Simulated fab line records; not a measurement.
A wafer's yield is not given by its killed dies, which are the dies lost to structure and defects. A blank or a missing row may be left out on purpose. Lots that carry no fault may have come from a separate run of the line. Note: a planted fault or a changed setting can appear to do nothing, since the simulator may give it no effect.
Which tool was responsible? -- flow berkeley_cmos170 -- Sampling: 15 lots, 45 wafers, 5 of 331 route steps

## WHAT THE GAUGES SHOWED, per wafer
UCB170_V2_THK_MEAS_01. Usual: V2_TEOS_THK 1999 nm, standard deviation 23.
lot,measured,on,V2_TEOS_THK (nm),flag
L389,day 8 18:24,film_metro-02,2001 2033 2027,
L388,day 8 21:13,film_metro-03,1976 1975 2015,
L395,day 9 18:02,film_metro-02,2025 2027 2028,
L392,day 10 01:34,film_metro-03,2000 2018 2019,
L390,day 10 02:15,film_metro-03,1971 2004 2006,
L393,day 10 02:17,film_metro-02,2016 1989 2003,
L396,day 10 02:23,film_metro-04,2012 2027 2015,
L391,day 10 02:41,film_metro-04,1974 2032 2015,
L397,day 10 03:03,film_metro-03,1965 1980 1977,
L399,day 10 13:37,film_metro-03,1992 2037 1991,
L401,day 11 11:25,film_metro-04,1990 1996 2002,
L404,day 11 11:55,film_metro-03,1962 1968 1986,
L405,day 12 04:51,film_metro-03,2006 1993 2054,
L409,day 12 16:56,film_metro-04,1938 1989 1985,
L411,day 12 18:10,film_metro-04,2001 2052 2005,

UCB170_M3_CD_MEAS_15 targets a cd of 700 nm. Usual: cd_nm at 700.4 nm, with a standard deviation of 1.4.
lot,measured,on,cd_nm (nm),flag
L389,day 9 02:41,cd_sem-02,702.1 701.3 701.5,
L388,day 9 06:03,cd_sem-01,700.5 701.1 699.8,
L395,day 10 02:18,cd_sem-02,699.9 699.8 700.7,
L392,day 10 09:11,cd_sem-01,700.9 698.9 700.6,
L390,day 10 09:28,cd_sem-01,698.7 701.2 699.0,
L393,day 10 09:44,cd_sem-02,702.0 700.4 699.9,
L396,day 10 09:45,cd_sem-01,701.3 701.7 703.0,
L391,day 10 10:02,cd_sem-02,702.2 701.6 702.9,
L397,day 10 10:10,cd_sem-01,701.3 702.0 700.9,
L399,day 10 20:11,cd_sem-02,700.7 700.0 700.9,
L401,day 11 17:32,cd_sem-02,700.0 701.2 699.4,
L404,day 11 17:46,cd_sem-02,702.0 700.9 701.5,
L405,day 12 10:20,cd_sem-01,699.9 700.8 699.3,
L409,day 12 21:38,cd_sem-01,699.7 699.8 698.8,
L411,day 12 22:38,cd_sem-01,701.0 701.3 699.7,

UCB170_M3_CD_MEAS_90 targets a cd of 700 nm. Usual: cd_nm at 701 nm, with a standard deviation of 3.8.
lot,measured,on,cd_nm (nm),flag
L389,day 9 03:10,cd_sem-01,706 701 708,
L388,day 9 06:32,cd_sem-01,700 704 701,
L395,day 10 02:47,cd_sem-02,705 705 705,
L392,day 10 09:40,cd_sem-01,701 692 698,
L390,day 10 09:56,cd_sem-01,704 704 699,
L393,day 10 10:13,cd_sem-02,700 698 696,
L396,day 10 10:17,cd_sem-01,698 703 699,
L391,day 10 10:31,cd_sem-01,703 701 705,
L397,day 10 10:39,cd_sem-01,701 700 699,
L399,day 10 20:40,cd_sem-01,699 699 700,
L401,day 11 18:13,cd_sem-02,706 707 706,
L404,day 11 18:14,cd_sem-01,695 696 692,
L405,day 12 10:49,cd_sem-02,696 700 701,
L409,day 12 22:07,cd_sem-02,701 700 703,
L411,day 12 23:08,cd_sem-01,701 702 695,

## TOOL THAT RAN EACH LOT (tool first, then ch and the chambers of the sampled wafers, then the start)
lot,UCB170_M3_COAT_05,UCB170_M3_STRIP_07
L389,"litho_track-04 ch 0, day 8 22:20","plasma_asher-03 ch 0,1, day 8 22:38"
L388,"litho_track-01 ch 0, day 9 03:07","plasma_asher-03 ch 0,1, day 9 03:25"
L395,"litho_track-01 ch 0, day 9 23:19","plasma_asher-03 ch 0,1, day 9 23:35"
L392,"litho_track-02 ch 0, day 10 06:26","plasma_asher-01 ch 0,1, day 10 06:43"
L390,"litho_track-04 ch 0, day 10 07:01","plasma_asher-02 ch 0,1, day 10 07:18"
L393,"litho_track-02 ch 0, day 10 07:23","plasma_asher-01 ch 0,1, day 10 07:41"
L396,"litho_track-04 ch 0, day 10 07:25","plasma_asher-02 ch 0,1, day 10 07:43"
L391,"litho_track-01 ch 0, day 10 07:46","plasma_asher-01 ch 0,1, day 10 08:02"
L397,"litho_track-02 ch 0, day 10 07:50","plasma_asher-02 ch 0,1, day 10 08:08"
L399,"litho_track-02 ch 0, day 10 17:20","plasma_asher-02 ch 0,1, day 10 17:37"
L401,"litho_track-01 ch 0, day 11 14:49","plasma_asher-02 ch 0,1, day 11 15:05"
L404,"litho_track-01 ch 0, day 11 16:08","plasma_asher-02 ch 0,1, day 11 16:26"
L405,"litho_track-01 ch 0, day 12 08:08","plasma_asher-03 ch 0,1, day 12 08:26"
L409,"litho_track-04 ch 0, day 12 20:02","plasma_asher-02 ch 0,1, day 12 20:20"
L411,"litho_track-04 ch 0, day 12 21:07","plasma_asher-02 ch 0,1, day 12 21:24"
- UCB170_M3_COAT_05: resist thk 900 nm.
- UCB170_M3_STRIP_07: strips in O2.

## AS READ BY THE TOOLS THEMSELVES (means over the sampled wafers that have a number; for cases with no such wafer, the mark the record gives instead)
UCB170_M3_COAT_05. Usual: exhaust_pa 45.0 Pa, standard deviation 0.88; spin_speed_rpm 1500.1 rpm, standard deviation 0.99.
lot,tool,exhaust_pa (Pa),spin_speed_rpm (rpm),flag
L389,litho_track-04,46.0,1500.8,
L388,litho_track-01,44.8,1501.3,
L395,litho_track-01,45.0,1500.3,
L392,litho_track-02,45.7,1500.6,
L390,litho_track-04,44.3,1499.6,
L393,litho_track-02,44.8,1500.0,
L396,litho_track-04,44.8,1498.7,
L391,litho_track-01,45.1,1499.5,
L397,litho_track-02,45.2,1501.1,
L399,litho_track-02,45.5,1499.8,
L401,litho_track-01,45.1,1612.7,OFF
L404,litho_track-01,45.6,1610.2,OFF
L405,litho_track-01,43.5,1612.0,OFF
L409,litho_track-04,44.2,1500.2,
L411,litho_track-04,44.9,1499.8,

UCB170_M3_STRIP_07. Usual: chamber_pressure_mTorr 3500 mTorr, standard deviation 3.3; drypump_motor_current_A 5.8 A, standard deviation 0.4; o2_flow_sccm 400.2 sccm, standard deviation 1.2; oes_product_au 0.735 a.u., standard deviation 0.0047; strip_time_to_endpoint_s 21.95 s, standard deviation 0.07.
lot,tool,chamber_pressure_mTorr (mTorr),drypump_motor_current_A (A),o2_flow_sccm (sccm),oes_product_au (a.u.),strip_time_to_endpoint_s (s),flag
L389,plasma_asher-03,3504,5.4,399.1,0.738,22.05,
L388,plasma_asher-03,3499,5.3,401.0,0.739,21.90,
L395,plasma_asher-03,3501,5.3,400.3,0.738,21.95,
L392,plasma_asher-01,3497,6.0,400.9,0.733,21.96,
L390,plasma_asher-02,3501,6.0,399.5,0.732,22.05,
L393,plasma_asher-01,3499,6.0,400.7,0.733,22.03,
L396,plasma_asher-02,3500,6.2,399.7,0.739,21.97,
L391,plasma_asher-01,3499,6.0,399.2,0.736,21.94,
L397,plasma_asher-02,3500,6.2,399.7,0.736,21.94,
L399,plasma_asher-02,3501,6.2,400.7,0.734,21.97,
L401,plasma_asher-02,3498,6.2,399.9,0.728,21.19,OFF
L404,plasma_asher-02,3503,6.0,399.6,0.735,21.15,OFF
L405,plasma_asher-03,3498,5.3,401.0,0.736,21.10,OFF
L409,plasma_asher-02,3497,6.0,400.0,0.732,21.96,
L411,plasma_asher-02,3501,6.0,401.7,0.732,22.06,

## THE ANSWER, worked out from the rows above alone
Rule: lot off if the mean of its wafers having a number is beyond 3 standard deviations from the usual mean. A lot without any number at a reading at which 4 lots or more have one is off too. The other lots that the step has rows for count as sound. The gauges are gone through in route order, then the tools' own readings, and for those a lot's mean is taken as printed above. The first step at which some lot is off is used, and at that step the reading that is off furthest; a lot without a number counts as furthest.
Off, at UCB170_M3_COAT_05 on spin_speed_rpm: L401, L404, L405.
If a tool, at that step or one of the process steps before it, ran each lot that is off and ran no sound lot following the first of them, it fits. One fits: UCB170_M3_COAT_05 on litho_track-01. Its last sound lot is L391 (day 10 07:46), its first lot that is off L401 (day 11 14:49): a fault that began between those two fits.
The tool's own readings at UCB170_M3_COAT_05 bear it out: on the lots that are off they differ by more than 5 times the standard deviation of the sound lots' means. spin_speed_rpm reads 1611.6 rpm there against 1500.1 rpm on the sound lots.

## WHAT HAD BEEN PUT IN BY THE SIMULATOR
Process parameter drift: litho_track-01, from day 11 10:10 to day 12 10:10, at UCB170_M3_COAT_05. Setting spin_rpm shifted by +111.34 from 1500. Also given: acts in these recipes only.
Lots struck among those shown: L401, L404, L405. This agrees with what the rule above found.
